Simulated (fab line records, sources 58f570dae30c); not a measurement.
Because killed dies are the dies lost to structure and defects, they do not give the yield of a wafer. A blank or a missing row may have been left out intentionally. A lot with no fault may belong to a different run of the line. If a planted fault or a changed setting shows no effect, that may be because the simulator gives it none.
Split-lot trial :: flow berkeley_cmos170 :: route with 331 steps; 5 lots, 23 wafers read

THE SPLIT
At UCB170_NLDD_PEB_04, the setting peb_temp_c was moved away from the recipe's 130 C on 7 of the 23 wafers read, by +1.0% to +2.3%. This setting was run at the recipe's value on the other wafers.

FROM SPLIT TO READING: 1 step shown by the file between the two
- UCB170_NLDD_DEVELOP_05: develop time 45 s

THE READING
cd_nm at UCB170_NLDD_CD_MEAS_06, given in nm (cd target 1200 nm). A value of 1199.8 nm with a standard deviation of 1.2 nm is what fault-free wafers of this fab line usually give.

wafer: L074.2
tool, chamber at the split: litho_track-04, 0
peb_temp_c as run, C: 130
against the recipe: recipe
cd_nm, nm: 1199.0
against lot-mates on the recipe: -

wafer: L074.4
tool, chamber at the split: litho_track-04, 0
peb_temp_c as run, C: 130
against the recipe: recipe
cd_nm, nm: 1199.2
against lot-mates on the recipe: -

wafer: L074.6
tool, chamber at the split: litho_track-04, 0
peb_temp_c as run, C: 130
against the recipe: recipe
cd_nm, nm: 1198.9
against lot-mates on the recipe: -

wafer: L078.1
tool, chamber at the split: litho_track-04, 0
peb_temp_c as run, C: 130
against the recipe: recipe
cd_nm, nm: 1198.2
against lot-mates on the recipe: -

wafer: L078.2
tool, chamber at the split: litho_track-04, 0
peb_temp_c as run, C: 130
against the recipe: recipe
cd_nm, nm: 1200.0
against lot-mates on the recipe: -

wafer: L078.3
tool, chamber at the split: litho_track-04, 0
peb_temp_c as run, C: 132.8
against the recipe: +2.2%
cd_nm, nm: 1218.2
against lot-mates on the recipe: +19.1

wafer: L078.5
tool, chamber at the split: litho_track-04, 0
peb_temp_c as run, C: 132.8
against the recipe: +2.2%
cd_nm, nm: 1216.8
against lot-mates on the recipe: +17.7

wafer: L078.6
tool, chamber at the split: litho_track-04, 0
peb_temp_c as run, C: 132.8
against the recipe: +2.2%
cd_nm, nm: 1216.5
against lot-mates on the recipe: +17.4

wafer: L079.1
tool, chamber at the split: litho_track-01, 0
peb_temp_c as run, C: 130
against the recipe: recipe
cd_nm, nm: 1200.9
against lot-mates on the recipe: -

wafer: L079.3
tool, chamber at the split: litho_track-01, 0
peb_temp_c as run, C: 133
against the recipe: +2.3%
cd_nm, nm: 1216.9
against lot-mates on the recipe: +16.2

wafer: L079.4
tool, chamber at the split: litho_track-01, 0
peb_temp_c as run, C: 130
against the recipe: recipe
cd_nm, nm: 1200.3
against lot-mates on the recipe: -

wafer: L079.5
tool, chamber at the split: litho_track-01, 0
peb_temp_c as run, C: 133
against the recipe: +2.3%
cd_nm, nm: 1217.8
against lot-mates on the recipe: +17.1

wafer: L079.6
tool, chamber at the split: litho_track-01, 0
peb_temp_c as run, C: 130
against the recipe: recipe
cd_nm, nm: 1201.0
against lot-mates on the recipe: -

wafer: L084.1
tool, chamber at the split: litho_track-04, 0
peb_temp_c as run, C: 130
against the recipe: recipe
cd_nm, nm: 1200.4
against lot-mates on the recipe: -

wafer: L084.3
tool, chamber at the split: litho_track-04, 0
peb_temp_c as run, C: 130
against the recipe: recipe
cd_nm, nm: 1200.6
against lot-mates on the recipe: -

wafer: L084.4
tool, chamber at the split: litho_track-04, 0
peb_temp_c as run, C: 130
against the recipe: recipe
cd_nm, nm: 1201.6
against lot-mates on the recipe: -

wafer: L084.5
tool, chamber at the split: litho_track-04, 0
peb_temp_c as run, C: 130
against the recipe: recipe
cd_nm, nm: 1200.5
against lot-mates on the recipe: -

wafer: L084.6
tool, chamber at the split: litho_track-04, 0
peb_temp_c as run, C: 130
against the recipe: recipe
cd_nm, nm: 1200.2
against lot-mates on the recipe: -

wafer: L085.1
tool, chamber at the split: litho_track-04, 0
peb_temp_c as run, C: 130
against the recipe: recipe
cd_nm, nm: 1197.8
against lot-mates on the recipe: -

wafer: L085.2
tool, chamber at the split: litho_track-04, 0
peb_temp_c as run, C: 131.3
against the recipe: +1.0%
cd_nm, nm: 1206.7
against lot-mates on the recipe: +8.6

wafer: L085.3
tool, chamber at the split: litho_track-04, 0
peb_temp_c as run, C: 130
against the recipe: recipe
cd_nm, nm: 1198.3
against lot-mates on the recipe: -

wafer: L085.4
tool, chamber at the split: litho_track-04, 0
peb_temp_c as run, C: 130
against the recipe: recipe
cd_nm, nm: 1198.3
against lot-mates on the recipe: -

wafer: L085.6
tool, chamber at the split: litho_track-04, 0
peb_temp_c as run, C: 131.3
against the recipe: +1.0%
cd_nm, nm: 1206.7
against lot-mates on the recipe: +8.6

THE FIT
A straight line over all 23 wafers: cd_nm changes by +7.87 nm for each +1% of peb_temp_c; r = +0.99; the points scatter about the line by 1.1 nm.
The same after taking each lot's own level away (the mean of its wafers on the recipe; 23 wafers): +7.9 nm for each +1%; r = +0.99; scatter 0.84 nm.
That fit puts the effect of the largest move of peb_temp_c on the reading at 18 nm.
From 1198.13 to 1200.73 nm: that is the span of the lots' own levels, equal to 2.2 times the standard deviation above.
The two slopes agree, so the slope changes little with the lot-to-lot level.
Check: with one of the wafers moved furthest among these (+2.3%) left out of the fit, the line predicts +18.8 nm for it against its lot-mates. Against them it came out at +16.2 nm.

THESE WAFERS: OTHER SPLITS
Other splits were also applied to these wafers ahead of the reading. Each is held against what the fit with the lots' levels taken away leaves over:
other split on the same wafers: UCB170_ZERO_COAT_01 resist_thk_nm
wafers away from the commonest value: 6
r with cd_nm (lot level and that fit taken away): +0.39

other split on the same wafers: UCB170_NWELL_CVD_04 time_s
wafers away from the commonest value: 15
r with cd_nm (lot level and that fit taken away): -0.01

other split on the same wafers: UCB170_NWELL_ETCH_13 over_etch_frac
wafers away from the commonest value: 5
r with cd_nm (lot level and that fit taken away): +0.10

other split on the same wafers: UCB170_PWELL_CVD_05 sih2cl2_flow_sccm
wafers away from the commonest value: 15
r with cd_nm (lot level and that fit taken away): +0.11

other split on the same wafers: UCB170_ACTIVE_EXPOSE_10 dose_mj
wafers away from the commonest value: 9
r with cd_nm (lot level and that fit taken away): +0.08

other split on the same wafers: UCB170_NVT_IMPLANT_07 dose_cm2
wafers away from the commonest value: 11
r with cd_nm (lot level and that fit taken away): +0.08

other split on the same wafers: UCB170_PVT_IMPLANT_07 energy_kev
wafers away from the commonest value: 5
r with cd_nm (lot level and that fit taken away): +0.03

THE FILE'S OWN FIT
cd_nm changes by +7.83 nm for each +1% of peb_temp_c, r = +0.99.
